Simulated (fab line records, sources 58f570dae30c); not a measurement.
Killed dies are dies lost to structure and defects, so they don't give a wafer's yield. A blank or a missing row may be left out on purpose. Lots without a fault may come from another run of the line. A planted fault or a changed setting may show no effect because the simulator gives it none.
Split-lot experiment | flow berkeley_cmos170 | 5 lots, 23 wafers read, on a route of 331 steps

THE SPLIT
At UCB170_NLDD_IMPLANT_09, the setting energy_kev was moved away from the recipe's 30 on 5 of the 23 wafers read, by +3.9% to +4.5%. The other wafers ran this setting at the recipe's value.

The reading is taken at the split's own step.

THE READING
implant.drp_nm (the simulator's own value, which no gauge read), in nm, at UCB170_NLDD_IMPLANT_09. The file gives no usual value for it.

wafer  | tool, chamber at the split | energy_kev as run | against the recipe | implant.drp_nm, nm | against lot-mates on the recipe
L078.1 | implanter-03, 0            | 30                | recipe             | 9.611              | -
L078.2 | implanter-03, 0            | 30                | recipe             | 9.611              | -
L078.3 | implanter-03, 0            | 30                | recipe             | 9.611              | -
L078.4 | implanter-03, 0            | 30                | recipe             | 9.611              | -
L078.5 | implanter-03, 0            | 30                | recipe             | 9.611              | -
L082.1 | implanter-03, 0            | 30                | recipe             | 9.611              | -
L082.3 | implanter-03, 0            | 30                | recipe             | 9.611              | -
L082.4 | implanter-03, 0            | 30                | recipe             | 9.611              | -
L082.5 | implanter-03, 0            | 30                | recipe             | 9.611              | -
L082.6 | implanter-03, 0            | 30                | recipe             | 9.611              | -
L084.2 | implanter-03, 0            | 30                | recipe             | 9.611              | -
L084.5 | implanter-03, 0            | 30                | recipe             | 9.611              | -
L084.6 | implanter-03, 0            | 30                | recipe             | 9.611              | -
L083.1 | implanter-01, 0            | 30                | recipe             | 9.611              | -
L083.2 | implanter-01, 0            | 30                | recipe             | 9.611              | -
L083.3 | implanter-01, 0            | 30                | recipe             | 9.611              | -
L083.4 | implanter-01, 0            | 31.17             | +3.9%              | 9.884              | +0.273
L083.5 | implanter-01, 0            | 31.17             | +3.9%              | 9.884              | +0.273
L085.2 | implanter-02, 0            | 31.36             | +4.5%              | 9.929              | +0.318
L085.3 | implanter-02, 0            | 31.36             | +4.5%              | 9.929              | +0.318
L085.5 | implanter-02, 0            | 31.36             | +4.5%              | 9.929              | +0.318
L085.4 | implanter-02, 0            | 30                | recipe             | 9.611              | -
L085.6 | implanter-02, 0            | 30                | recipe             | 9.611              | -

THE FIT
A straight line over all 23 wafers: implant.drp_nm changes by +0.0701 nm for each +1% of energy_kev; r = +1.00; the points scatter about the line by 0.00014 nm.
The same after taking each lot's own level away (the mean of its wafers on the recipe; 23 wafers): +0.0701 nm for each +1%; r = +1.00; scatter 0.00014 nm.
On that fit, the largest move of energy_kev shifts the reading by 0.32 nm.
The lots' own levels span 9.6110 to 9.6110 nm.
So the lot-to-lot level changes the slope little: the two slopes agree.
Check: with one of the wafers moved furthest among these (+4.5%) left out of the fit, the line predicts +0.318 nm for it against its lot-mates. It came out at +0.318 nm against them.

OTHER SPLITS ON THESE WAFERS
These wafers also went through other splits before the reading. Each is held against what the fit with the lots' levels taken away leaves over:
other split on the same wafers       | wafers away from the commonest value | r with implant.drp_nm (lot level and that fit taken away)
UCB170_ZERO_STRIP_07 o2_flow_sccm    | 10                                   | -0.45
UCB170_NWELL_IMPLANT_14 energy_kev   | 6                                    | +0.11
UCB170_PWELL_PEB_11 peb_temp_c       | 7                                    | -0.35
UCB170_WELLDRIVE_OXIDATION_01 temp_c | 10                                   | +0.01
UCB170_SCREENOX_OXIDATION_01 temp_c  | 18                                   | +0.11
UCB170_PVT_STRIP_08 o2_flow_sccm     | 8                                    | -0.44
UCB170_GATE_COAT_07 resist_thk_nm    | 10                                   | +0.28
UCB170_NLDD_EXPOSE_03 dose_mj        | 12                                   | -0.41

THE WHOLE CHAIN: every reading that the file lists as answering this split, in the file's order
step                   | what it does | reading                                                         | change (the file's fit)                | r (the file's)
UCB170_NLDD_IMPLANT_09 |              | implant.rp_nm (the simulator's own value, which no gauge read)  | +0.158 nm for each +1% of the setting  | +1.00
UCB170_NLDD_IMPLANT_09 |              | implant.drp_nm (the simulator's own value, which no gauge read) | +0.0702 nm for each +1% of the setting | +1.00

THE FILE'S OWN FIT
implant.drp_nm changes by +0.0702 nm for each +1% of energy_kev, r = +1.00.
